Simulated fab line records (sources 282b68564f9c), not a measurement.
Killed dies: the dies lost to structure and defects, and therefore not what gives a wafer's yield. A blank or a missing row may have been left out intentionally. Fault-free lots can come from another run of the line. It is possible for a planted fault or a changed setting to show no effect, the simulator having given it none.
Shared-tool check + flow rit cmos + Sample size 16 lots and 48 wafers

WHY IT WAS OPENED
RIT_NSD_OVL_MEAS_06, reading NSD_OVL: flagged on 4 of 16 lots. No-fault wafers: -0.1 nm, standard deviation 1.1.
Rule: flag the lot when none of its wafers has a number, or when each of its wafers that has one lies beyond 4 standard deviations from that mean. The rest of the lots are taken to be sound.

| lot  | measured    | on         | NSD_OVL (nm), wafer by wafer | flag    |
|------|-------------|------------|------------------------------|---------|
| L414 | day 3 10:04 | overlay-01 | -2.2 -1.4 -0.4               |         |
| L415 | day 3 15:51 | overlay-01 | -0.1 0.6 0.1                 |         |
| L416 | day 3 19:35 | overlay-01 | 3.1 -1.6 0.7                 |         |
| L417 | day 3 22:05 | overlay-02 | -0.8 -0.5 0.2                |         |
| L418 | day 4 04:52 | overlay-02 | 1.6 -0.5 1.0                 |         |
| L419 | day 4 15:37 | overlay-01 | -0.2 2.7 -0.4                |         |
| L420 | day 4 23:43 | overlay-02 | -179.1 -180.8 -178.9         | FLAGGED |
| L421 | day 4 23:55 | overlay-01 | -181.9 -181.4 -179.3         | FLAGGED |
| L422 | day 5 04:35 | overlay-02 | -178.4 -179.5 -179.6         | FLAGGED |
| L423 | day 5 11:37 | overlay-02 | -178.8 -178.6 -179.7         | FLAGGED |
| L427 | day 6 20:45 | overlay-01 | -0.7 -0.7 -1.7               |         |
| L430 | day 7 11:43 | overlay-02 | -0.4 2.8 1.0                 |         |
| L433 | day 7 22:55 | overlay-01 | -0.5 0.0 0.0                 |         |
| L435 | day 7 23:15 | overlay-02 | -1.7 -1.6 -2.5               |         |
| L436 | day 8 00:43 | overlay-02 | 0.9 1.0 -0.1                 |         |
| L437 | day 8 04:05 | overlay-02 | 1.1 -0.3 -1.7                |         |
On average the flagged lots read -179.7 nm, which is -179.6 nm against the usual, or -99 or more standard deviations.

WHICH TOOL RAN EACH LOT
The record keeps 1 process step preceding the reading, out of 202 steps on the route. Each cell gives the tool, then ch followed by the chambers the sampled wafers passed through, then the start.
| lot  | flag    | RIT_NSD_EXPOSE_03                  |
|------|---------|------------------------------------|
| L414 |         | iline stepper-02 ch 0, day 3 09:31 |
| L415 |         | iline stepper-01 ch 0, day 3 15:27 |
| L416 |         | iline stepper-02 ch 0, day 3 19:11 |
| L417 |         | iline stepper-01 ch 0, day 3 21:43 |
| L418 |         | iline stepper-01 ch 0, day 4 04:29 |
| L419 |         | iline stepper-02 ch 0, day 4 15:15 |
| L420 | FLAGGED | iline stepper-02 ch 0, day 4 23:19 |
| L421 | FLAGGED | iline stepper-02 ch 0, day 4 23:26 |
| L422 | FLAGGED | iline stepper-02 ch 0, day 5 04:11 |
| L423 | FLAGGED | iline stepper-02 ch 0, day 5 11:15 |
| L427 |         | iline stepper-01 ch 0, day 6 20:21 |
| L430 |         | iline stepper-01 ch 0, day 7 11:14 |
| L433 |         | iline stepper-01 ch 0, day 7 22:32 |
| L435 |         | iline stepper-01 ch 0, day 7 22:52 |
| L436 |         | iline stepper-01 ch 0, day 8 00:19 |
| L437 |         | iline stepper-01 ch 0, day 8 03:37 |
These steps, and what they do:
- RIT_NSD_EXPOSE_03: exposes mask M9, target cd 40700 nm.
- RIT_NSD_OVL_MEAS_06

FLAGGED OVER TOTAL, TOOL BY TOOL (the gauges that took the reading come last)
| step                | tool             | lots run | flagged | share of the flagged lots | sound lots run after its first flagged lot |
|---------------------|------------------|----------|---------|---------------------------|--------------------------------------------|
| RIT_NSD_EXPOSE_03   | iline stepper-01 | 9        | 0       | none                      | -                                          |
| RIT_NSD_EXPOSE_03   | iline stepper-02 | 7        | 4       | all                       | 0                                          |
| RIT_NSD_OVL_MEAS_06 | overlay-01       | 7        | 1       | some                      | 2 (L427,L433)                              |
| RIT_NSD_OVL_MEAS_06 | overlay-02       | 9        | 3       | some                      | 4 (L430,L435,L436,L437)                    |

THE TABLE: WHAT IT ALLOWS
All flagged lots share 1 row of the table, namely iline stepper-02 at RIT_NSD_EXPOSE_03.
- iline stepper-02 at RIT_NSD_EXPOSE_03 ran 7 lots, 4 of them flagged. Its last sound lot is L419 (day 4 15:15), its first flagged lot L420 (day 4 23:19): a fault that began between those two fits.
iline stepper-02 at RIT_NSD_EXPOSE_03 is the single tool remaining.

WHAT HAD BEEN PUT IN BY THE SIMULATOR
Scanner matching overlay: iline stepper-02, from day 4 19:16 on, at RIT_NSD_EXPOSE_03. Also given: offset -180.
Shown lots that were struck: L420, L421, L422, L423. The same result came from the rule above.
